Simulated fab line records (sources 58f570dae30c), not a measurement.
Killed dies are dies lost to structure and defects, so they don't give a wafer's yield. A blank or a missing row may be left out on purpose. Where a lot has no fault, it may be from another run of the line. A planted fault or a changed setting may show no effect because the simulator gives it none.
Split-lot study	flow berkeley cmos170	on a route of 331 steps: 5 lots, 23 wafers read

== ABOUT THE SPLIT ==
At UCB170_PWELL_CVD_05 (deposits Si3N4 from SiH2Cl2/NH3, target thk 220 nm, time 3300 s), the setting time s was moved away from the recipe's 3300 s on 15 of the 23 wafers read, by -11.9% to +13.4%. For the rest of the wafers, this setting stayed at what the recipe calls for.

== FROM THE SPLIT TO THE READING: what the file shows between them, 2 steps ==
- UCB170_PWELL_THK_MEAS_06
- UCB170_PWELL_DEVELOP_12: develop time 45 s (also split here: dev temp c)

== THE READING ==
oes product au, in a.u., at UCB170_PWELL_ETCH_14 (etches Si3N4 in CH3F/Ar/O2, stops on SiO2, target depth 242 nm, time 151 s). A value of 0.945 a.u. with a standard deviation of 0.013 a.u. is what fault-free wafers of this fab line usually give.

wafer	tool, chamber at the split	time s as run, s	against the recipe	oes product au, a.u.	against lot-mates on the recipe
L074.1	-, -	3741	+13.4%	1.008	no lot-mate on the recipe
L074.3	-, -	3741	+13.4%	1.001	no lot-mate on the recipe
L074.4	-, -	3741	+13.4%	1.010	no lot-mate on the recipe
L074.5	-, -	3741	+13.4%	1.027	no lot-mate on the recipe
L074.6	-, -	3741	+13.4%	1.004	no lot-mate on the recipe
L077.1	-, -	2907	-11.9%	0.869	no lot-mate on the recipe
L077.2	-, -	2907	-11.9%	0.876	no lot-mate on the recipe
L077.3	-, -	2907	-11.9%	0.898	no lot-mate on the recipe
L077.4	-, -	2907	-11.9%	0.883	no lot-mate on the recipe
L077.6	-, -	2907	-11.9%	0.905	no lot-mate on the recipe
L078.1	-, -	3098	-6.1%	0.902	no lot-mate on the recipe
L078.3	-, -	3098	-6.1%	0.921	no lot-mate on the recipe
L078.4	-, -	3098	-6.1%	0.916	no lot-mate on the recipe
L078.5	-, -	3098	-6.1%	0.913	no lot-mate on the recipe
L078.6	-, -	3098	-6.1%	0.912	no lot-mate on the recipe
L084.1	-, -	3300	recipe	0.953	-
L084.2	-, -	3300	recipe	0.939	-
L084.3	-, -	3300	recipe	0.960	-
L084.4	-, -	3300	recipe	0.936	-
L084.5	-, -	3300	recipe	0.933	-
L085.1	lpcvd-01, 0	3300	recipe	0.959	-
L085.3	lpcvd-01, 0	3300	recipe	0.955	-
L085.4	lpcvd-01, 0	3300	recipe	0.931	-

THE FIT
A straight line over all 23 wafers: oes product au changes by +0.00493 a.u. for each +1% of time s; r = +0.97; the points scatter about the line by 0.011 a.u.
Too few moved wafers with a lot-mate on the recipe to fit a line net of each lot's own level.

== THE WHOLE CHAIN: every reading that the file lists as answering this split, in the file's order ==
step	what it does	reading	change (the file's fit)	r (the file's)
UCB170_PWELL_CVD_05	deposits Si3N4 from SiH2Cl2/NH3, target thk 220 nm, time 3300 s	Si3N4_of_PWELL_CVD_05.thk nm (the simulator's own value, which no gauge read)	+2.11 nm for each +1% of the setting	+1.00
UCB170_PWELL_THK_MEAS_06		PWELL_NITRIDE_THK	+2.11 for each +1% of the setting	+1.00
UCB170_PWELL_ETCH_14	etches Si3N4 in CH3F/Ar/O2, stops on SiO2, target depth 242 nm, time 151 s	oes product au	+0.00493 a.u. for each +1% of the setting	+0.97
UCB170_PWELL_ETCH_14	etches Si3N4 in CH3F/Ar/O2, stops on SiO2, target depth 242 nm, time 151 s	etch.depth nm (the simulator's own value, which no gauge read)	+2.07 nm for each +1% of the setting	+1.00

== THE FILE'S OWN FIT ==
oes product au changes by +0.00493 a.u. for each +1% of time s, r = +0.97.
